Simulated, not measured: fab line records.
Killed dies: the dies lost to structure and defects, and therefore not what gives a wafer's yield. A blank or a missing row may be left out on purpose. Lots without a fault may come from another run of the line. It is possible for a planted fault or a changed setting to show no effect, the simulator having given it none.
A lot that was struck, set against a sound lot | flow rit_cmos | 20 out of 202 route steps
Sound: wafers L897.2, L897.5, L897.6. Wafers struck: L909.2, L909.3, L909.5. Last of all comes the cause.
Order at every step that has rows: each side's tool, ch and its chambers, its first start. Under that, the readings that differ: sound wafers | struck wafers | difference of the means | sigmas: that difference in standard deviations of wafers without a fault.
alike: words and numbers the same on both sides, and readings whose means are apart by under 2 such deviations; not compared: readings that were withheld, readings missing a value for some wafer, numbers with overlapping values and no deviation given by the record, and bounds like >300 which may hide the same value.
The two part at a step that has a row with sigmas, a row that says differs or no value, or rows on one side only. Non-overlapping numbers with no deviation appear without sigmas and do not part them. A reading that every wafer of one side lacks parts them only if that side has two wafers or more.

first, 2 steps without rows for these wafers: RIT_NWELL_HARDBAKE_07 (time 120 s); RIT_NWELL_IMPLANT_08.
RIT_NWELL_STRIP_09: strips in O2, time 180 s.
  sound on plasma_asher-03 ch 0,1, day 3 17:05; struck on plasma_asher-01 ch 0,1, day 5 23:38
  alike: drypump_motor_current_A, o2_flow_sccm
  not compared: rf_hours_counter_h
RIT_NWELL_TW_MEAS_10:
  sound: film_metro-02 at day 3 17:16; struck: film_metro-01 at day 5 23:49
  reading  | sound          | struck         | difference | sigmas
  NWELL_TW | 2123 2116 2122 | 2156 2156 2164 | +38        | +2
then, 6 steps without rows for these wafers: RIT_PWELL_HMDS_00 (prime time 60 s); RIT_PWELL_COAT_01 (resist thk 1300 nm); RIT_PWELL_SOFTBAKE_02 (time 60 s); RIT_PWELL_EXPOSE_03 (exposes mask M3, target cd 43700 nm); RIT_PWELL_PEB_04; RIT_PWELL_DEVELOP_05 (develop time 68 s).
RIT_PWELL_OVL_MEAS_06:
  sound: overlay-02 at day 3 18:20; struck: overlay-01 at day 6 00:53
  alike: PWELL_OVL
then, 1 step without rows for these wafers: RIT_PWELL_HARDBAKE_07 (time 120 s).
RIT_PWELL_IMPLANT_08:
  sound on implanter-01 ch 0, day 3 18:38; struck on implanter-04 ch 0, day 6 01:11
  reading            | sound            | struck         | difference | sigmas
  beam_on_s (s)      | 10.20 9.72 10.28 | 8.99 9.06 8.78 | -1.12      | -6
  faraday_current_uA | 218 229 216      | 247 243 252    | +26        | +6
RIT_PWELL_STRIP_09: strips in O2, time 180 s.
  sound on plasma_asher-04 ch 0,1, day 3 18:46; struck on plasma_asher-03 ch 0,1, day 6 01:19
  alike: drypump_motor_current_A, o2_flow_sccm
  not compared: rf_hours_counter_h
RIT_PWELL_TW_MEAS_10:
  sound: film_metro-02 at day 3 18:57; struck: film_metro-02 at day 6 01:30
  reading  | sound       | struck      | difference | sigmas
  PWELL_TW | 939 942 946 | 920 915 921 | -24        | -3
then, 1 step without rows for these wafers: RIT_WELLDRIVE_ANNEAL_00 (time 14700 s).
RIT_WELLDRIVE_RS_MEAS_01: uses a four-point probe to measure.
  sound: film_metro-03 at day 4 00:26; struck: film_metro-03 at day 6 06:43
  alike: NWELL_RS
RIT_WELLDRIVE_RS_MEAS_02: uses a four-point probe to measure.
  sound: film_metro-03 at day 4 00:34; struck: film_metro-03 at day 6 06:50
  reading           | sound             | struck            | difference | sigmas
  PWELL_RS (ohm/sq) | 429.1 429.1 429.0 | 463.0 464.1 464.8 | +34.9      | +32
then, 1 step without rows for these wafers: RIT_NRETRO_HMDS_00 (prime time 60 s).
RIT_M1_PROBE_99:
  the record has rows for the struck wafers here (prober-01, day 7 19:08) and none for the sound ones

== WHERE THEY PART ==
Earliest at RIT_NWELL_TW_MEAS_10; latest, in this record, at RIT_M1_PROBE_99.

WHY: what had been put in by the simulator
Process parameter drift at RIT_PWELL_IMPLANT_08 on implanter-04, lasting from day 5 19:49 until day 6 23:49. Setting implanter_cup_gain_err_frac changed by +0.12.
